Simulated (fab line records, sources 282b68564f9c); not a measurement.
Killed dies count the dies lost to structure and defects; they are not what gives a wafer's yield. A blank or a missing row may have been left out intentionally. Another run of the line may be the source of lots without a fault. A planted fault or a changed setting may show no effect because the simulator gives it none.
Which tool is to blame? / flow rit_cmos / 14 lots with 42 wafers sampled at 3 steps, on a route of 202 steps

== WHAT THE GAUGES SHOWED, per wafer ==
RIT_PLDD_TW_MEAS_10.
lot=L722; measured=day 2 22:27; on=film_metro-03; PLDD_TW=2347 2348 2352
lot=L723; measured=day 3 06:30; on=film_metro-04; PLDD_TW=2333 2346 2334
lot=L724; measured=day 3 11:49; on=film_metro-04; PLDD_TW=2336 2349 2339
lot=L725; measured=day 3 18:33; on=film_metro-04; PLDD_TW=2331 2347 2329
lot=L727; measured=day 4 03:57; on=film_metro-02; PLDD_TW=2320 2332 2337
lot=L728; measured=day 4 07:10; on=film_metro-03; PLDD_TW=2400 2396 2392
lot=L730; measured=day 4 20:32; on=film_metro-03; PLDD_TW=2333 2328 2347
lot=L734; measured=day 5 11:44; on=film_metro-02; PLDD_TW=2406 2400 2403
lot=L736; measured=day 6 00:22; on=film_metro-04; PLDD_TW=2353 2348 2356
lot=L738; measured=day 6 05:46; on=film_metro-02; PLDD_TW=2347 2349 2347
lot=L741; measured=day 6 23:52; on=film_metro-02; PLDD_TW=2343 2330 2350
lot=L742; measured=day 7 02:21; on=film_metro-02; PLDD_TW=2330 2321 2323
lot=L743; measured=day 7 09:35; on=film_metro-03; PLDD_TW=2340 2348 2330
lot=L744; measured=day 7 14:16; on=film_metro-04; PLDD_TW=2343 2339 2336

RIT_SDANNEAL_RS_MEAS_06: uses a four-point probe to measure.
lot=L722; measured=day 3 04:38; on=film_metro-04; PLDD_RS (ohm/sq)=178.0 178.3 178.3
lot=L723; measured=day 3 12:55; on=film_metro-04; PLDD_RS (ohm/sq)=178.2 177.7 178.3
lot=L724; measured=day 3 18:12; on=film_metro-02; PLDD_RS (ohm/sq)=177.8 178.4 178.2
lot=L725; measured=day 4 00:48; on=film_metro-04; PLDD_RS (ohm/sq)=178.5 178.3 178.1
lot=L727; measured=day 4 10:09; on=film_metro-04; PLDD_RS (ohm/sq)=178.0 177.9 178.1
lot=L728; measured=day 4 13:35; on=film_metro-02; PLDD_RS (ohm/sq)=172.8 172.4 172.6
lot=L730; measured=day 5 02:53; on=film_metro-04; PLDD_RS (ohm/sq)=178.5 178.5 178.5
lot=L734; measured=day 5 18:04; on=film_metro-04; PLDD_RS (ohm/sq)=173.7 173.2 172.6
lot=L736; measured=day 6 06:40; on=film_metro-04; PLDD_RS (ohm/sq)=178.8 178.3 178.5
lot=L738; measured=day 6 12:15; on=film_metro-03; PLDD_RS (ohm/sq)=179.2 179.4 179.4
lot=L741; measured=day 7 06:14; on=film_metro-03; PLDD_RS (ohm/sq)=178.9 179.1 179.1
lot=L742; measured=day 7 08:41; on=film_metro-02; PLDD_RS (ohm/sq)=177.8 178.3 177.6
lot=L743; measured=day 7 15:50; on=film_metro-04; PLDD_RS (ohm/sq)=178.6 178.6 178.9
lot=L744; measured=day 7 20:20; on=film_metro-02; PLDD_RS (ohm/sq)=178.9 178.4 179.1

== EACH LOT AND THE TOOL THAT RAN IT (in order: tool; ch and the chambers of the sampled wafers; start) ==
lot=L722; RIT_PLDD_IMPLANT_08=implanter-04 ch 0, day 2 22:07
lot=L723; RIT_PLDD_IMPLANT_08=implanter-02 ch 0, day 3 06:11
lot=L724; RIT_PLDD_IMPLANT_08=implanter-02 ch 0, day 3 11:31
lot=L725; RIT_PLDD_IMPLANT_08=implanter-04 ch 0, day 3 18:14
lot=L727; RIT_PLDD_IMPLANT_08=implanter-04 ch 0, day 4 03:38
lot=L728; RIT_PLDD_IMPLANT_08=implanter-04 ch 0, day 4 06:51
lot=L730; RIT_PLDD_IMPLANT_08=implanter-03 ch 0, day 4 20:13
lot=L734; RIT_PLDD_IMPLANT_08=implanter-04 ch 0, day 5 11:25
lot=L736; RIT_PLDD_IMPLANT_08=implanter-02 ch 0, day 6 00:04
lot=L738; RIT_PLDD_IMPLANT_08=implanter-03 ch 0, day 6 05:26
lot=L741; RIT_PLDD_IMPLANT_08=implanter-03 ch 0, day 6 23:33
lot=L742; RIT_PLDD_IMPLANT_08=implanter-03 ch 0, day 7 02:02
lot=L743; RIT_PLDD_IMPLANT_08=implanter-02 ch 0, day 7 09:16
lot=L744; RIT_PLDD_IMPLANT_08=implanter-02 ch 0, day 7 13:56
- RIT_PLDD_IMPLANT_08

== AS READ BY THE TOOLS THEMSELVES (means over the sampled wafers that have a number; for cases with no such wafer, the mark the record gives instead) ==
RIT_PLDD_IMPLANT_08.
lot=L722 tool=implanter-04 beam_energy_keV=19.998
lot=L723 tool=implanter-02 beam_energy_keV=19.999
lot=L724 tool=implanter-02 beam_energy_keV=19.995
lot=L725 tool=implanter-04 beam_energy_keV=20.002
lot=L727 tool=implanter-04 beam_energy_keV=19.998
lot=L728 tool=implanter-04 beam_energy_keV=21.940
lot=L730 tool=implanter-03 beam_energy_keV=19.993
lot=L734 tool=implanter-04 beam_energy_keV=21.937
lot=L736 tool=implanter-02 beam_energy_keV=20.001
lot=L738 tool=implanter-03 beam_energy_keV=20.001
lot=L741 tool=implanter-03 beam_energy_keV=19.998
lot=L742 tool=implanter-03 beam_energy_keV=20.003
lot=L743 tool=implanter-02 beam_energy_keV=20.003
lot=L744 tool=implanter-02 beam_energy_keV=20.000

== THE ANSWER, worked out from the rows above alone ==
Rule: the lots themselves supply what counts as usual. The widest of any qualifying gaps counts: lots, ordered by their means at a reading, are off when they make up no more than a third of the lots, leave a main group of 4 or more, and stand apart from it by 3 or more times the standard deviation of that group's means. The tables above print the reading to a certain number of digits; a main group whose means all agree to those digits is not used. A lot without any number at a reading at which 4 lots or more have one is off too. All remaining lots with rows at the step are treated as sound. First the gauges in route order, then the tools' own readings, where a lot's mean is used as printed above. The first step at which some lot is off is used, and at that step the reading that is off furthest; a lot without a number counts as furthest.
Off: L728, L734, at RIT_PLDD_TW_MEAS_10 (PLDD_TW). The main group: mean 2339, standard deviation 7.5.
A tool fits if, at a process step before that reading, it ran every lot that is off, and no sound lot after the first of them. Not tried: the gauges at RIT_PLDD_TW_MEAS_10; whatever is off there is also off at RIT_PLDD_IMPLANT_08, on other tools, and gauge error can't account for it. One fits: implanter-04 at RIT_PLDD_IMPLANT_08. Its last sound lot is L727 (day 4 03:38), its first lot that is off L728 (day 4 06:51): a fault that began between those two fits.
On the lots that are off, the tool's own readings at RIT_PLDD_IMPLANT_08 differ by more than 5 times the standard deviation of the sound lots' means, which bears it out; beam_energy_keV reads 21.939 there versus 19.999 on the sound lots.

== WHAT THE SIMULATOR HAD PUT IN ==
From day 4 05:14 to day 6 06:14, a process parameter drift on implanter-04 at RIT_PLDD_IMPLANT_08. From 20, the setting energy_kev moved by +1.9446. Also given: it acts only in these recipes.
Lots struck among those shown: L728, L734. The same result came from the rule above.
